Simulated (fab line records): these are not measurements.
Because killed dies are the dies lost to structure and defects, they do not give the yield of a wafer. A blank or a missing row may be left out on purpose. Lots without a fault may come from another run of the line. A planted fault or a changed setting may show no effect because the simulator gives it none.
Problem report in the 8D (eight disciplines) form, filled by code ; flow rit-cmos ; the parts of the form that need people (team, actions taken, sign-off) are left out

1. WHAT WENT WRONG
killed-at-front-end at RIT_M1_PROBE_99 reads a mean of 263.8 on 6 wafers of 2 lots; wafers without a fault read 7.2 with a standard deviation of 2.9. That is +88 standard deviations from the usual mean.
Earliest sighting: wafer L626.1 on prober-02 at day 4 13:23. The record holds 39 wafers of 13 lots with a number at this step. Rule for "out", or "out of limits": more than 4 standard deviations from the usual mean. Any other wafer with a number is counted as sound.

2. WHAT IT IS; WHAT IT IS NOT
question;is;is not
which readings at this step;killed-at-front-end, killed-dies, killed-on-rim;killed_at_M0_to_M3, killed-open
which lots;L626, L629;L621, L622, L623, L624, L625, L627, L628, L638, L639, L642, L643
which wafers of those lots;all that have a number;-
read on which tools;prober-01, prober-02;-
when;from day 4 13:23;"up to then (15 sound wafers); but 18 sound wafers of L627, L628, L638, L639, L642, L643 came after"

3. SUSPECTS, AND WHAT RULES EACH OUT
Counting: a tool stays on the suspect list if, at a process step up to the reading, it processed all lots that are out and no sound lot following the first of them.
- iline-stepper-01 at RIT_PSD_EXPOSE_03 (exposes mask M10, target cd 40900 nm): kept. It processed each lot that is out, first L626 at day 4 04:37, and no sound lot thereafter; up to then, the last sound lot it processed was L625 at day 3 21:24.
Left after counting: iline-stepper-01 at RIT_PSD_EXPOSE_03.

4. THE CAUSE (what the simulator had put in)
Scanner matching overlay: iline-stepper-01, from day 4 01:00 on, at RIT_PSD_EXPOSE_03. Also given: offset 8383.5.
After counting, this tool was the only one left.

5. THE CHAIN OF EFFECTS, in route order
Each row: a reading whose mean over the struck wafers that have a number lies more than 3 standard deviations from the usual. Only readings for which the record gives a usual standard deviation are gone through. hours: the time from each lot's start at the first step in this table that gives one to its start at this step, as a median over the lots. sigmas: the change in usual standard deviations.
hours;step;reading;usual;on struck wafers;change;sigmas
0;RIT_M1_PROBE_99;killed-at-front-end;7.2;263.8;+256.6;+88
0;RIT_M1_PROBE_99;killed-dies;7.3;264.0;+256.7;+89
0;RIT_M1_PROBE_99;killed-on-rim;1.9;70.0;+68.1;+57
The process steps in it:
- RIT_M1_PROBE_99
Readings that are blank on the struck wafers while sound wafers have them: PSD_OVL at RIT_PSD_OVL_MEAS_06.

6. HOW IT WOULD HAVE BEEN CAUGHT EARLIER
The fault began at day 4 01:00; the first out-of-limits reading in this record came at day 4 13:23, 12 hours later.
Between RIT_PSD_EXPOSE_03 and RIT_M1_PROBE_99, RIT_PSD_OVL_MEAS_06 gave no PSD_OVL on the struck wafers, where sound wafers have one: a measuring or inspecting step that comes back empty is itself a sign.
L629, from the lots that are out (2), started RIT_PSD_EXPOSE_03 on iline-stepper-01 later than day 4 13:23. A hold on the tool at that time would have spared it.
